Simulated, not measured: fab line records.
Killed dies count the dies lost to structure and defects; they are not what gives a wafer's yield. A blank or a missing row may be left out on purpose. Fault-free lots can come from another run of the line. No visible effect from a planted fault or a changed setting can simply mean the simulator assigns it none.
fab line records / flow berkeley_cmos170
record lots=6 wafers=17 last_day=12
route steps=331 shown V2@294
lots that met no fault: taken from a fault-free run of the same line
start_h: hours from the record's first day to the start of the lot's first wafer shown / wait_h: hours from the lot's prior step to this one / " the same as in the row above / L1.1+2: one row covering several wafers at once / - value missing, or start not given / * or withheld: withheld / < > ~ a bound
route shown NAME@n: names a module that has steps shown in the file, with the first one's number in the route / usual: mean and standard deviation over wafers with no fault / same: alike in all rows / chamber/n: place in a boat / sites: the reading at each site / _std_site: standard deviation of those values / _edge_site: mean of outer sites minus mean of inner sites / radius_mm: how far each site lies from the wafer's centre / mask NAME#n: copy n / behind: the last tool/chamber to shape the wafer / hold: cause of the lot's hold/its duration in hours/its outcome / device: names the non-switching transistor (n, p or np) / end of line: the tests these same wafers got at the end of their route / step lacking rows: just its recipe / killed: not the wafer's yield, but the dies lost to structure and defects at the first sort / map: a wafer's dies, marking killed ones x, the rest . and places with no die _
set.NAME: setting as actually run; set.NAME@STEP: the setting as run at that earlier step / model.NAME: the simulator's own value behind a step, which no gauge read
lots seen at some steps along the route; tables by step, rows by wafer
services: the hour from which a tool's chamber was out of use, counted from the record's first day as start_h (under 0 if before that day), plus the number of hours and why
## steps
# step UCB170_V2_CMP_02
# recipe material=SiO2 down_force_psi=6 platen_rpm=60 pad_velocity_m_s=0.75398
# usual motor_current_A=16.1/0.9 slurry_flow_ml_min=150.1/0.49
lot.wafer=L480.2 tool=cmp-02 chamber=1 start_h=194.26 wait_h=0.1 motor_current_A=15.8 slurry_flow_ml_min=149.1
lot.wafer=L480.1 tool=cmp-02 chamber=2 start_h=194.26 wait_h=0.1 motor_current_A=17.4 slurry_flow_ml_min=149.8
lot.wafer=L480.5 tool=cmp-02 chamber=0 start_h=194.26 wait_h=0.1 motor_current_A=16.6 slurry_flow_ml_min=150.0
lot.wafer=L482.3 tool=cmp-01 chamber=2 start_h=201.42 wait_h=0.1 motor_current_A=15.2 slurry_flow_ml_min=149.4
lot.wafer=L482.5 tool=cmp-01 chamber=1 start_h=201.42 wait_h=0.1 motor_current_A=15.6 slurry_flow_ml_min=149.8
lot.wafer=L485.1 tool=cmp-02 chamber=3 start_h=214.09 wait_h=0.1 motor_current_A=16.7 slurry_flow_ml_min=149.0
lot.wafer=L485.3 tool=cmp-02 chamber=2 start_h=214.09 wait_h=0.1 motor_current_A=17.0 slurry_flow_ml_min=150.1
lot.wafer=L485.6 tool=cmp-02 chamber=3 start_h=214.09 wait_h=0.1 motor_current_A=17.2 slurry_flow_ml_min=149.6
lot.wafer=L489.2 tool=cmp-02 chamber=1 start_h=239.03 wait_h=0.1 motor_current_A=15.9 slurry_flow_ml_min=150.0
lot.wafer=L489.1 tool=cmp-02 chamber=2 start_h=239.03 wait_h=0.1 motor_current_A=16.3 slurry_flow_ml_min=149.8
lot.wafer=L489.6 tool=cmp-02 chamber=0 start_h=239.03 wait_h=0.1 motor_current_A=15.8 slurry_flow_ml_min=150.2
lot.wafer=L495.1 tool=cmp-02 chamber=1 start_h=261.95 wait_h=0.1 motor_current_A=16.1 slurry_flow_ml_min=149.6
lot.wafer=L495.2 tool=cmp-02 chamber=2 start_h=261.95 wait_h=0.1 motor_current_A=16.7 slurry_flow_ml_min=150.5
lot.wafer=L495.6 tool=cmp-02 chamber=2 start_h=261.95 wait_h=0.1 motor_current_A=16.1 slurry_flow_ml_min=150.7
lot.wafer=L499.2 tool=cmp-02 chamber=2 start_h=288.21 wait_h=0.0 motor_current_A=16.0 slurry_flow_ml_min=150.0
lot.wafer=L499.3 tool=cmp-02 chamber=3 start_h=288.21 wait_h=0.0 motor_current_A=16.1 slurry_flow_ml_min=149.7
lot.wafer=L499.4 tool=cmp-02 chamber=0 start_h=288.21 wait_h=0.0 motor_current_A=16.3 slurry_flow_ml_min=150.2
# step UCB170_V2_BOW_MEAS_03
# recipe mode=bow
# usual V2_BOW=34/7.2
lot.wafer=L480.1 tool=film_metro-02 chamber=- start_h=194.51 wait_h=0.1 V2_BOW[um]=30
lot.wafer=L480.2 tool=film_metro-02 chamber=- start_h=194.51 wait_h=0.1 V2_BOW[um]=24
lot.wafer=L480.5 tool=film_metro-02 chamber=- start_h=194.51 wait_h=0.1 V2_BOW[um]=15
lot.wafer=L482.3 tool=film_metro-03 chamber=- start_h=201.71 wait_h=0.2 V2_BOW[um]=36
lot.wafer=L482.5 tool=film_metro-03 chamber=- start_h=201.71 wait_h=0.2 V2_BOW[um]=34
lot.wafer=L485.1 tool=film_metro-02 chamber=- start_h=214.39 wait_h=0.2 V2_BOW[um]=30
lot.wafer=L485.3 tool=film_metro-02 chamber=- start_h=214.39 wait_h=0.2 V2_BOW[um]=32
lot.wafer=L485.6 tool=film_metro-02 chamber=- start_h=214.39 wait_h=0.2 V2_BOW[um]=32
lot.wafer=L489.1 tool=film_metro-02 chamber=- start_h=239.28 wait_h=0.1 V2_BOW[um]=21
lot.wafer=L489.2 tool=film_metro-02 chamber=- start_h=239.28 wait_h=0.1 V2_BOW[um]=33
lot.wafer=L489.6 tool=film_metro-02 chamber=- start_h=239.28 wait_h=0.1 V2_BOW[um]=23
lot.wafer=L495.1 tool=film_metro-02 chamber=- start_h=262.25 wait_h=0.2 V2_BOW[um]=35
lot.wafer=L495.2 tool=film_metro-02 chamber=- start_h=262.25 wait_h=0.2 V2_BOW[um]=38
lot.wafer=L495.6 tool=film_metro-02 chamber=- start_h=262.25 wait_h=0.2 V2_BOW[um]=37
lot.wafer=L499.2 tool=film_metro-03 chamber=- start_h=288.53 wait_h=0.3 V2_BOW[um]=41
lot.wafer=L499.3 tool=film_metro-03 chamber=- start_h=288.53 wait_h=0.3 V2_BOW[um]=36
lot.wafer=L499.4 tool=film_metro-03 chamber=- start_h=288.53 wait_h=0.3 V2_BOW[um]=34
# step UCB170_V2_THK_MEAS_04
# recipe reads=SiO2_of_V2_CVD_00
# usual V2_POLISHED_THK=999.9/1.4
lot.wafer=L480.1 tool=film_metro-02 chamber=- start_h=194.63 wait_h=0.1 V2_POLISHED_THK[nm]=999.2
lot.wafer=L480.2 tool=film_metro-02 chamber=- start_h=194.63 wait_h=0.1 V2_POLISHED_THK[nm]=1000.3
lot.wafer=L480.5 tool=film_metro-02 chamber=- start_h=194.63 wait_h=0.1 V2_POLISHED_THK[nm]=1000.5
lot.wafer=L482.3 tool=film_metro-03 chamber=- start_h=201.81 wait_h=0.1 V2_POLISHED_THK[nm]=998.0
lot.wafer=L482.5 tool=film_metro-03 chamber=- start_h=201.81 wait_h=0.1 V2_POLISHED_THK[nm]=997.8
lot.wafer=L485.1 tool=film_metro-02 chamber=- start_h=214.51 wait_h=0.1 V2_POLISHED_THK[nm]=998.1
lot.wafer=L485.3 tool=film_metro-02 chamber=- start_h=214.51 wait_h=0.1 V2_POLISHED_THK[nm]=999.6
lot.wafer=L485.6 tool=film_metro-02 chamber=- start_h=214.51 wait_h=0.1 V2_POLISHED_THK[nm]=997.8
lot.wafer=L489.1 tool=film_metro-02 chamber=- start_h=239.40 wait_h=0.1 V2_POLISHED_THK[nm]=1000.6
lot.wafer=L489.2 tool=film_metro-02 chamber=- start_h=239.40 wait_h=0.1 V2_POLISHED_THK[nm]=1001.5
lot.wafer=L489.6 tool=film_metro-02 chamber=- start_h=239.40 wait_h=0.1 V2_POLISHED_THK[nm]=1001.6
lot.wafer=L495.1 tool=film_metro-02 chamber=- start_h=262.37 wait_h=0.1 V2_POLISHED_THK[nm]=1000.1
lot.wafer=L495.2 tool=film_metro-02 chamber=- start_h=262.37 wait_h=0.1 V2_POLISHED_THK[nm]=1000.8
lot.wafer=L495.6 tool=film_metro-02 chamber=- start_h=262.37 wait_h=0.1 V2_POLISHED_THK[nm]=999.5
lot.wafer=L499.2 tool=film_metro-03 chamber=- start_h=288.64 wait_h=0.1 V2_POLISHED_THK[nm]=1000.6
lot.wafer=L499.3 tool=film_metro-03 chamber=- start_h=288.64 wait_h=0.1 V2_POLISHED_THK[nm]=998.2
lot.wafer=L499.4 tool=film_metro-03 chamber=- start_h=288.64 wait_h=0.1 V2_POLISHED_THK[nm]=1000.1
# step UCB170_V2_CLEAN_05
# recipe chemistry=DIW
# step UCB170_V2_HMDS_06
# recipe prime_time_s=60 prime_temp_c=100
# step UCB170_V2_COAT_07
# recipe resist=KrF spin_rpm=1500 resist_thk_nm=900
# step UCB170_V2_SOFTBAKE_08
# recipe resist=KrF temp_c=130 time_s=60
# step UCB170_V2_EXPOSE_09
# recipe mask_id=VIA2 target_cd_nm=700 na=0.5 sigma_outer=0.6 source_shape=conventional dose_mj=37
# step UCB170_V2_PEB_10
# recipe peb_temp_c=130 peb_time_s=withheld resist=KrF
# step UCB170_V2_DEVELOP_11
# recipe developer=TMAH develop_time_s=45 resist=KrF dev_temp_c=21
# step UCB170_V2_CD_MEAS_12
# recipe target_cd_nm=700
# usual cd_nm=700.1/1.4
lot.wafer=L480.1 tool=cd_sem-01 chamber=- start_h=196.77 wait_h=- cd_nm=702.0
lot.wafer=L480.2 tool=cd_sem-01 chamber=- start_h=196.77 wait_h=- cd_nm=700.7
lot.wafer=L480.5 tool=cd_sem-01 chamber=- start_h=196.77 wait_h=- cd_nm=700.6
lot.wafer=L482.3 tool=cd_sem-02 chamber=- start_h=203.18 wait_h=- cd_nm=700.7
lot.wafer=L482.5 tool=cd_sem-02 chamber=- start_h=203.18 wait_h=- cd_nm=701.1
lot.wafer=L485.1 tool=cd_sem-02 chamber=- start_h=215.71 wait_h=- cd_nm=698.9
lot.wafer=L485.3 tool=cd_sem-02 chamber=- start_h=215.71 wait_h=- cd_nm=701.0
lot.wafer=L485.6 tool=cd_sem-02 chamber=- start_h=215.71 wait_h=- cd_nm=701.4
lot.wafer=L489.1 tool=cd_sem-01 chamber=- start_h=240.62 wait_h=- cd_nm=700.1
lot.wafer=L489.2 tool=cd_sem-01 chamber=- start_h=240.62 wait_h=- cd_nm=699.2
lot.wafer=L489.6 tool=cd_sem-01 chamber=- start_h=240.62 wait_h=- cd_nm=699.2
lot.wafer=L495.1 tool=cd_sem-01 chamber=- start_h=263.90 wait_h=- cd_nm=700.9
lot.wafer=L495.2 tool=cd_sem-01 chamber=- start_h=263.90 wait_h=- cd_nm=700.8
lot.wafer=L495.6 tool=cd_sem-01 chamber=- start_h=263.90 wait_h=- cd_nm=700.3
lot.wafer=L499.2 tool=cd_sem-01 chamber=- start_h=289.85 wait_h=- cd_nm=701.2
lot.wafer=L499.3 tool=cd_sem-01 chamber=- start_h=289.85 wait_h=- cd_nm=700.1
lot.wafer=L499.4 tool=cd_sem-01 chamber=- start_h=289.85 wait_h=- cd_nm=701.3
# step UCB170_V2_OVL_MEAS_13
# usual V2_OVL=1/5.2
lot.wafer=L480.1 tool=overlay-01 chamber=- start_h=196.89 wait_h=0.1 V2_OVL[nm]=1
lot.wafer=L480.2 tool=overlay-01 chamber=- start_h=196.89 wait_h=0.1 V2_OVL[nm]=9
lot.wafer=L480.5 tool=overlay-01 chamber=- start_h=196.89 wait_h=0.1 V2_OVL[nm]=11
lot.wafer=L482.3 tool=overlay-01 chamber=- start_h=203.27 wait_h=0.1 V2_OVL[nm]=-1
lot.wafer=L482.5 tool=overlay-01 chamber=- start_h=203.27 wait_h=0.1 V2_OVL[nm]=-5
lot.wafer=L485.1 tool=overlay-02 chamber=- start_h=215.83 wait_h=0.1 V2_OVL[nm]=-1
lot.wafer=L485.3 tool=overlay-02 chamber=- start_h=215.83 wait_h=0.1 V2_OVL[nm]=2
lot.wafer=L485.6 tool=overlay-02 chamber=- start_h=215.83 wait_h=0.1 V2_OVL[nm]=2
lot.wafer=L489.1 tool=overlay-01 chamber=- start_h=240.74 wait_h=0.1 V2_OVL[nm]=-3
lot.wafer=L489.2 tool=overlay-01 chamber=- start_h=240.74 wait_h=0.1 V2_OVL[nm]=5
lot.wafer=L489.6 tool=overlay-01 chamber=- start_h=240.74 wait_h=0.1 V2_OVL[nm]=9
lot.wafer=L495.1 tool=overlay-01 chamber=- start_h=264.02 wait_h=0.1 V2_OVL[nm]=11
lot.wafer=L495.2 tool=overlay-01 chamber=- start_h=264.02 wait_h=0.1 V2_OVL[nm]=7
lot.wafer=L495.6 tool=overlay-01 chamber=- start_h=264.02 wait_h=0.1 V2_OVL[nm]=0
lot.wafer=L499.2 tool=overlay-02 chamber=- start_h=289.96 wait_h=0.1 V2_OVL[nm]=8
lot.wafer=L499.3 tool=overlay-02 chamber=- start_h=289.96 wait_h=0.1 V2_OVL[nm]=-2
lot.wafer=L499.4 tool=overlay-02 chamber=- start_h=289.96 wait_h=0.1 V2_OVL[nm]=8
# step UCB170_V2_ETCH_14
# recipe chemistry=CHF3/CF4/Ar target=SiO2 stop_on=Al CHF3_flow_sccm=45 cf4_flow_sccm=15 Ar_flow_sccm=150 pressure_mtorr=200 rf_w=700 target_depth_a=12500 over_etch_frac=0.25 time_s=291
# usual CHF3_flow_sccm=45.00/0.13 cf4_flow_sccm=15.00/0.046 drypump_motor_current_A=5.7/0.47 mfc_ar_sccm=150.1/0.45 oes_product_au=0.867/0.0099 rf_fwd_power_W=698.2/2.1 throttle_valve_pct=6.92/0.066
lot.wafer=L480.1 tool=rie_diel-01 chamber=2 start_h=196.93 wait_h=0.0 CHF3_flow_sccm=44.79 cf4_flow_sccm=14.95 drypump_motor_current_A=5.0 mfc_ar_sccm=149.5 oes_product_au=0.864 rf_fwd_power_W=700.5 rf_hours_counter_h=81 throttle_valve_pct=6.94 model.KrF_of_V2_COAT_07.thk_nm=618.4
lot.wafer=L480.2 tool=rie_diel-01 chamber=3 start_h=196.93 wait_h=0.0 CHF3_flow_sccm=45.12 cf4_flow_sccm=15.05 drypump_motor_current_A=5.9 mfc_ar_sccm=149.6 oes_product_au=0.856 rf_fwd_power_W=698.9 rf_hours_counter_h=136 throttle_valve_pct=6.95 model.KrF_of_V2_COAT_07.thk_nm=619.4
lot.wafer=L480.5 tool=rie_diel-01 chamber=2 start_h=196.93 wait_h=0.0 CHF3_flow_sccm=44.89 cf4_flow_sccm=15.01 drypump_motor_current_A=5.0 mfc_ar_sccm=148.9 oes_product_au=0.867 rf_fwd_power_W=702.6 rf_hours_counter_h=- throttle_valve_pct=6.96 model.KrF_of_V2_COAT_07.thk_nm=619.9
lot.wafer=L482.3 tool=rie_diel-02 chamber=2 start_h=203.30 wait_h=0.0 CHF3_flow_sccm=- cf4_flow_sccm=- drypump_motor_current_A=- mfc_ar_sccm=- oes_product_au=- rf_fwd_power_W=- rf_hours_counter_h=- throttle_valve_pct=- model.KrF_of_V2_COAT_07.thk_nm=887.6
lot.wafer=L482.5 tool=rie_diel-02 chamber=1 start_h=203.30 wait_h=0.0 CHF3_flow_sccm=- cf4_flow_sccm=- drypump_motor_current_A=- mfc_ar_sccm=- oes_product_au=- rf_fwd_power_W=- rf_hours_counter_h=- throttle_valve_pct=- model.KrF_of_V2_COAT_07.thk_nm=887.7
lot.wafer=L485.1 tool=rie_diel-02 chamber=2 start_h=215.87 wait_h=0.0 CHF3_flow_sccm=- cf4_flow_sccm=- drypump_motor_current_A=- mfc_ar_sccm=- oes_product_au=- rf_fwd_power_W=- rf_hours_counter_h=- throttle_valve_pct=- model.KrF_of_V2_COAT_07.thk_nm=885
lot.wafer=L485.3 tool=rie_diel-02 chamber=1 start_h=215.87 wait_h=0.0 CHF3_flow_sccm=- cf4_flow_sccm=- drypump_motor_current_A=- mfc_ar_sccm=- oes_product_au=- rf_fwd_power_W=- rf_hours_counter_h=- throttle_valve_pct=- model.KrF_of_V2_COAT_07.thk_nm=883.6
lot.wafer=L485.6 tool=rie_diel-02 chamber=0 start_h=215.87 wait_h=0.0 CHF3_flow_sccm=- cf4_flow_sccm=- drypump_motor_current_A=- mfc_ar_sccm=- oes_product_au=- rf_fwd_power_W=- rf_hours_counter_h=- throttle_valve_pct=- model.KrF_of_V2_COAT_07.thk_nm=885.1
lot.wafer=L489.1 tool=rie_diel-04 chamber=2 start_h=240.77 wait_h=0.0 CHF3_flow_sccm=44.79 cf4_flow_sccm=14.96 drypump_motor_current_A=6.2 mfc_ar_sccm=149.9 oes_product_au=0.880 rf_fwd_power_W=697.2 rf_hours_counter_h=86 throttle_valve_pct=6.79 model.KrF_of_V2_COAT_07.thk_nm=616.6
lot.wafer=L489.2 tool=rie_diel-04 chamber=1 start_h=240.77 wait_h=0.0 CHF3_flow_sccm=45.25 cf4_flow_sccm=15.02 drypump_motor_current_A=6.3 mfc_ar_sccm=150.1 oes_product_au=0.862 rf_fwd_power_W=694.7 rf_hours_counter_h=16 throttle_valve_pct=6.93 model.KrF_of_V2_COAT_07.thk_nm=604.4
lot.wafer=L489.6 tool=rie_diel-04 chamber=0 start_h=240.77 wait_h=0.0 CHF3_flow_sccm=44.81 cf4_flow_sccm=14.94 drypump_motor_current_A=5.8 mfc_ar_sccm=150.5 oes_product_au=0.863 rf_fwd_power_W=696.2 rf_hours_counter_h=- throttle_valve_pct=6.87 model.KrF_of_V2_COAT_07.thk_nm=615
lot.wafer=L495.1 tool=rie_diel-02 chamber=1 start_h=264.06 wait_h=0.0 CHF3_flow_sccm=45.04 cf4_flow_sccm=15.02 drypump_motor_current_A=5.7 mfc_ar_sccm=149.7 oes_product_au=0.857 rf_fwd_power_W=698.8 rf_hours_counter_h=95 throttle_valve_pct=6.88 model.KrF_of_V2_COAT_07.thk_nm=607.7
lot.wafer=L495.2 tool=rie_diel-02 chamber=3 start_h=264.06 wait_h=0.0 CHF3_flow_sccm=44.90 cf4_flow_sccm=15.02 drypump_motor_current_A=4.9 mfc_ar_sccm=148.9 oes_product_au=0.858 rf_fwd_power_W=697.7 rf_hours_counter_h=4 throttle_valve_pct=7.00 model.KrF_of_V2_COAT_07.thk_nm=614.9
lot.wafer=L495.6 tool=rie_diel-02 chamber=3 start_h=264.06 wait_h=0.0 CHF3_flow_sccm=44.92 cf4_flow_sccm=15.04 drypump_motor_current_A=4.9 mfc_ar_sccm=149.3 oes_product_au=0.867 rf_fwd_power_W=697.7 rf_hours_counter_h=- throttle_valve_pct=7.01 model.KrF_of_V2_COAT_07.thk_nm=611.7
lot.wafer=L499.2 tool=rie_diel-01 chamber=2 start_h=289.99 wait_h=0.0 CHF3_flow_sccm=44.99 cf4_flow_sccm=15.06 drypump_motor_current_A=5.0 mfc_ar_sccm=150.4 oes_product_au=0.867 rf_fwd_power_W=699.3 rf_hours_counter_h=86 throttle_valve_pct=6.97 model.KrF_of_V2_COAT_07.thk_nm=618.6
lot.wafer=L499.3 tool=rie_diel-01 chamber=3 start_h=289.99 wait_h=0.0 CHF3_flow_sccm=44.93 cf4_flow_sccm=14.94 drypump_motor_current_A=5.9 mfc_ar_sccm=150.2 oes_product_au=0.877 rf_fwd_power_W=700.2 rf_hours_counter_h=1 throttle_valve_pct=6.96 model.KrF_of_V2_COAT_07.thk_nm=621.1
lot.wafer=L499.4 tool=rie_diel-01 chamber=1 start_h=289.99 wait_h=0.0 CHF3_flow_sccm=45.09 cf4_flow_sccm=14.98 drypump_motor_current_A=6.6 mfc_ar_sccm=149.9 oes_product_au=0.858 rf_fwd_power_W=698.9 rf_hours_counter_h=80 throttle_valve_pct=6.95 model.KrF_of_V2_COAT_07.thk_nm=618.4
# step UCB170_V2_STRIP_15
# recipe chemistry=O2 power_w=400 pressure_mtorr=3500 platen_temp_c=withheld o2_flow_sccm=400 overash_fraction=0.5
# usual drypump_motor_current_A=6.0/0.47 oes_product_au=0.722/0.0044 strip_time_to_endpoint_s=15.41/0.15
# same overash_fraction=0.5
lot.wafer=L480.1 tool=plasma_asher-01 chamber=0 start_h=197.11 wait_h=0.1 drypump_motor_current_A=5.2 oes_product_au=0.717 rf_hours_counter_h=49 strip_time_to_endpoint_s=15.52
lot.wafer=L480.2 tool=plasma_asher-01 chamber=1 start_h=197.11 wait_h=0.1 drypump_motor_current_A=5.1 oes_product_au=0.727 rf_hours_counter_h=49 strip_time_to_endpoint_s=15.54
lot.wafer=L480.5 tool=plasma_asher-01 chamber=1 start_h=197.11 wait_h=0.1 drypump_motor_current_A=5.1 oes_product_au=0.717 rf_hours_counter_h=- strip_time_to_endpoint_s=15.55
lot.wafer=L482.3 tool=plasma_asher-02 chamber=1 start_h=203.51 wait_h=0.1 drypump_motor_current_A=6.1 oes_product_au=0.732 rf_hours_counter_h=- strip_time_to_endpoint_s=21.66
lot.wafer=L482.5 tool=plasma_asher-02 chamber=1 start_h=203.51 wait_h=0.1 drypump_motor_current_A=6.1 oes_product_au=0.730 rf_hours_counter_h=- strip_time_to_endpoint_s=21.68
lot.wafer=L485.1 tool=plasma_asher-04 chamber=0 start_h=216.05 wait_h=0.1 drypump_motor_current_A=6.3 oes_product_au=0.725 rf_hours_counter_h=52 strip_time_to_endpoint_s=21.61
lot.wafer=L485.3 tool=plasma_asher-04 chamber=0 start_h=216.05 wait_h=0.1 drypump_motor_current_A=6.2 oes_product_au=0.734 rf_hours_counter_h=- strip_time_to_endpoint_s=21.58
lot.wafer=L485.6 tool=plasma_asher-04 chamber=1 start_h=216.05 wait_h=0.1 drypump_motor_current_A=5.9 oes_product_au=0.731 rf_hours_counter_h=- strip_time_to_endpoint_s=21.61
lot.wafer=L489.1 tool=plasma_asher-04 chamber=1 start_h=240.95 wait_h=0.1 drypump_motor_current_A=5.9 oes_product_au=0.720 rf_hours_counter_h=54 strip_time_to_endpoint_s=15.48
lot.wafer=L489.2 tool=plasma_asher-04 chamber=0 start_h=240.95 wait_h=0.1 drypump_motor_current_A=6.3 oes_product_au=0.725 rf_hours_counter_h=54 strip_time_to_endpoint_s=15.18
lot.wafer=L489.6 tool=plasma_asher-04 chamber=0 start_h=240.95 wait_h=0.1 drypump_motor_current_A=6.3 oes_product_au=0.716 rf_hours_counter_h=- strip_time_to_endpoint_s=15.43
lot.wafer=L495.1 tool=plasma_asher-02 chamber=1 start_h=264.24 wait_h=0.1 drypump_motor_current_A=6.1 oes_product_au=0.727 rf_hours_counter_h=17 strip_time_to_endpoint_s=15.26
lot.wafer=L495.2 tool=plasma_asher-02 chamber=0 start_h=264.24 wait_h=0.1 drypump_motor_current_A=6.6 oes_product_au=0.712 rf_hours_counter_h=17 strip_time_to_endpoint_s=15.43
lot.wafer=L495.6 tool=plasma_asher-02 chamber=1 start_h=264.24 wait_h=0.1 drypump_motor_current_A=6.1 oes_product_au=0.722 rf_hours_counter_h=- strip_time_to_endpoint_s=15.36
lot.wafer=L499.2 tool=plasma_asher-04 chamber=0 start_h=290.16 wait_h=0.1 drypump_motor_current_A=6.3 oes_product_au=0.715 rf_hours_counter_h=60 strip_time_to_endpoint_s=15.50
lot.wafer=L499.3 tool=plasma_asher-04 chamber=0 start_h=290.16 wait_h=0.1 drypump_motor_current_A=6.3 oes_product_au=0.726 rf_hours_counter_h=- strip_time_to_endpoint_s=15.58
lot.wafer=L499.4 tool=plasma_asher-04 chamber=1 start_h=290.16 wait_h=0.1 drypump_motor_current_A=5.9 oes_product_au=0.728 rf_hours_counter_h=- strip_time_to_endpoint_s=15.51
# step UCB170_V2_CD_MEAS_90
# recipe target_cd_nm=700
# usual cd_nm=699.9/1.6
lot.wafer=L480.1 tool=cd_sem-02 chamber=- start_h=197.21 wait_h=0.1 cd_nm=701.3
lot.wafer=L480.2 tool=cd_sem-02 chamber=- start_h=197.21 wait_h=0.1 cd_nm=701.4
lot.wafer=L480.5 tool=cd_sem-02 chamber=- start_h=197.21 wait_h=0.1 cd_nm=700.4
lot.wafer=L482.3 tool=cd_sem-02 chamber=- start_h=203.62 wait_h=0.1 cd_nm=-
lot.wafer=L482.5 tool=cd_sem-02 chamber=- start_h=203.62 wait_h=0.1 cd_nm=-
lot.wafer=L485.1 tool=cd_sem-02 chamber=- start_h=216.15 wait_h=0.1 cd_nm=-
lot.wafer=L485.3 tool=cd_sem-02 chamber=- start_h=216.15 wait_h=0.1 cd_nm=-
lot.wafer=L485.6 tool=cd_sem-02 chamber=- start_h=216.15 wait_h=0.1 cd_nm=-
lot.wafer=L489.1 tool=cd_sem-01 chamber=- start_h=241.17 wait_h=0.2 cd_nm=700.6
lot.wafer=L489.2 tool=cd_sem-01 chamber=- start_h=241.17 wait_h=0.2 cd_nm=699.9
lot.wafer=L489.6 tool=cd_sem-01 chamber=- start_h=241.17 wait_h=0.2 cd_nm=698.3
lot.wafer=L495.1 tool=cd_sem-01 chamber=- start_h=264.43 wait_h=0.2 cd_nm=701.2
lot.wafer=L495.2 tool=cd_sem-01 chamber=- start_h=264.43 wait_h=0.2 cd_nm=698.5
lot.wafer=L495.6 tool=cd_sem-01 chamber=- start_h=264.43 wait_h=0.2 cd_nm=698.7
lot.wafer=L499.2 tool=cd_sem-01 chamber=- start_h=290.28 wait_h=0.1 cd_nm=701.6
lot.wafer=L499.3 tool=cd_sem-01 chamber=- start_h=290.28 wait_h=0.1 cd_nm=698.4
lot.wafer=L499.4 tool=cd_sem-01 chamber=- start_h=290.28 wait_h=0.1 cd_nm=699.9
## services
tool=rie_diel-02 chamber=1 start_h=173.09 hours=6.0 kind=repair
tool=rie_diel-04 chamber=0 start_h=176.83 hours=- kind=clean
tool=rie_diel-04 chamber=0 start_h=176.83 hours=15.7 kind=scheduled_down
tool=rie_diel-04 chamber=0 start_h=176.83 hours=15.7 kind=vent_cycle
tool=cmp-02 chamber=- start_h=179.44 hours=4.5 kind=repair
tool=rie_diel-01 chamber=0 start_h=191.19 hours=1.4 kind=repair
tool=cmp-02 chamber=- start_h=196.72 hours=0.6 kind=repair
tool=rie_diel-04 chamber=1 start_h=202.27 hours=11.4 kind=repair
tool=rie_diel-01 chamber=- start_h=219.33 hours=10.5 kind=repair
tool=cmp-01 chamber=- start_h=232.07 hours=4.0 kind=pm
tool=plasma_asher-02 chamber=- start_h=235.21 hours=0.7 kind=repair
tool=cmp-01 chamber=- start_h=236.07 hours=- kind=consumable_replace:conditioner
tool=cmp-01 chamber=- start_h=236.07 hours=- kind=consumable_replace:pad
tool=cmp-02 chamber=- start_h=246.52 hours=2.1 kind=repair
tool=cmp-02 chamber=- start_h=252.04 hours=2.1 kind=repair
tool=rie_diel-01 chamber=3 start_h=252.09 hours=- kind=clean
tool=rie_diel-01 chamber=3 start_h=252.09 hours=21.2 kind=scheduled_down
tool=rie_diel-01 chamber=3 start_h=252.09 hours=21.2 kind=vent_cycle
tool=rie_diel-01 chamber=1 start_h=261.74 hours=6.7 kind=repair
tool=cmp-01 chamber=- start_h=272.61 hours=1.3 kind=repair
tool=cmp-01 chamber=- start_h=274.54 hours=0.6 kind=repair
tool=plasma_asher-01 chamber=- start_h=274.61 hours=1.0 kind=repair
tool=plasma_asher-02 chamber=- start_h=282.68 hours=5.2 kind=repair
## key
first_sign step=UCB170_V2_ETCH_14 reading=tool_record direction=missing
effect step=UCB170_V2_STRIP_15 reading=strip_time_to_endpoint_s direction=up sigmas=42 usual=* struck=*
effect step=UCB170_V2_CD_MEAS_90 reading=cd_nm direction=missing
model_effect step=UCB170_V2_ETCH_14 value=KrF_of_V2_COAT_07.thk_nm without=610.4 struck=885.8
met_at UCB170_V2_ETCH_14
struck_wafers L482.3,L482.5,L485.1,L485.3,L485.6
later_rows_left_out L482.3,L482.5,L485.1,L485.3,L485.6
sort_left_out L482.3,L482.5,L485.1,L485.3,L485.6
onset_between 196.93 203.30
fault kind=skipped_step_whole tool=rie_diel-01,rie_diel-02 chamber=- onset_h=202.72 steps=UCB170_V2_ETCH_14 scope=struck_lots_only
# sort_left_out: the simulated sort isn't trusted on such a fault, so these wafers' sort isn't shown, and their yield isn't known
# later_rows_left_out: the simulator's readings of these wafers behind a module that went badly wrong aren't trusted and aren't shown, but for the sort
